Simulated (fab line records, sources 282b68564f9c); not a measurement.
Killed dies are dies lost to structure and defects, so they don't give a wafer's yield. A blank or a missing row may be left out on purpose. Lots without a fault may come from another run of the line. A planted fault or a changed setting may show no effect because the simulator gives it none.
Which tool did it? | flow rit_cmos | 13 lots, 39 wafers sampled, at 2 steps of a route of 202

WHAT THE GAUGES READ, wafer by wafer
The record holds no reading of a measuring or inspecting step that can be judged against a usual standard deviation.

WHICH TOOL RAN EACH LOT (tool, then ch and the chambers of the sampled wafers, then the start)
lot  | RIT_SILICIDE_SPUTTER_01     | RIT_M1_PROBE_99
L792 | pvd_sputter-03, day 3 12:32 | -
L793 | pvd_sputter-04, day 3 22:39 | -
L795 | pvd_sputter-04, day 4 07:45 | -
L796 | pvd_sputter-01, day 4 12:49 | -
L798 | pvd_sputter-01, day 5 01:34 | -
L799 | pvd_sputter-03, day 5 04:19 | -
L805 | pvd_sputter-04, day 6 07:47 | -
L806 | pvd_sputter-03, day 6 10:22 | -
L807 | pvd_sputter-01, day 6 13:06 | -
L811 | pvd_sputter-03, day 7 10:48 | prober-01, day 7 17:46
L812 | pvd_sputter-04, day 7 15:33 | -
L813 | pvd_sputter-01, day 7 17:44 | -
L814 | pvd_sputter-04, day 7 22:57 | -
- RIT_SILICIDE_SPUTTER_01: material Ti, target thk 30 nm, time 240 s.
- RIT_M1_PROBE_99

WHAT THE TOOLS THEMSELVES READ (means of the sampled wafers that have a number; where no wafer has one, the mark that the record gives instead)
RIT_SILICIDE_SPUTTER_01. Usual: throttle_valve_pct 29.9 %, standard deviation 1.2.
lot  | tool           | throttle_valve_pct (%) | flag
L792 | pvd_sputter-03 | 31.5                   |
L793 | pvd_sputter-04 | 29.0                   |
L795 | pvd_sputter-04 | 28.7                   |
L796 | pvd_sputter-01 | 30.6                   |
L798 | pvd_sputter-01 | 30.3                   |
L799 | pvd_sputter-03 | 30.7                   |
L805 | pvd_sputter-04 | 29.1                   |
L806 | pvd_sputter-03 | 30.6                   |
L807 | pvd_sputter-01 | 31.3                   |
L811 | pvd_sputter-03 | 30.5                   |
L812 | pvd_sputter-04 | 28.8                   |
L813 | pvd_sputter-01 | 31.4                   |
L814 | pvd_sputter-04 | 28.6                   |

RIT_M1_PROBE_99. Usual: killed_at_contacts 0.1, standard deviation 0.36; killed_at_front_end 7, standard deviation 3.1; killed_dies 7, standard deviation 3.1; killed_on_rim 1.9, standard deviation 1.4; killed_open 3.6, standard deviation 2.1; killed_short 3.2, standard deviation 1.9.
lot  | tool      | killed_at_contacts | killed_at_front_end | killed_dies | killed_on_rim | killed_open | killed_short | flag
L811 | prober-01 | 0.0                | 13                  | 13          | 5.7           | 3.3         | 4.0          |

THE ANSWER, worked out from the rows above alone
Rule: a lot is off if the mean of its wafers that have a number lies more than 3 standard deviations from the usual mean. A lot without any number at a reading at which 4 lots or more have one is off too. The other lots that the step has rows for count as sound. The gauges are gone through in route order, then the tools' own readings, and for those a lot's mean is taken as printed above. The first step at which some lot is off is used, and at that step the reading that is off furthest; a lot without a number counts as furthest.
No lot is off at any reading shown: from this, nothing can be told.

WHAT THE SIMULATOR HAD PUT IN
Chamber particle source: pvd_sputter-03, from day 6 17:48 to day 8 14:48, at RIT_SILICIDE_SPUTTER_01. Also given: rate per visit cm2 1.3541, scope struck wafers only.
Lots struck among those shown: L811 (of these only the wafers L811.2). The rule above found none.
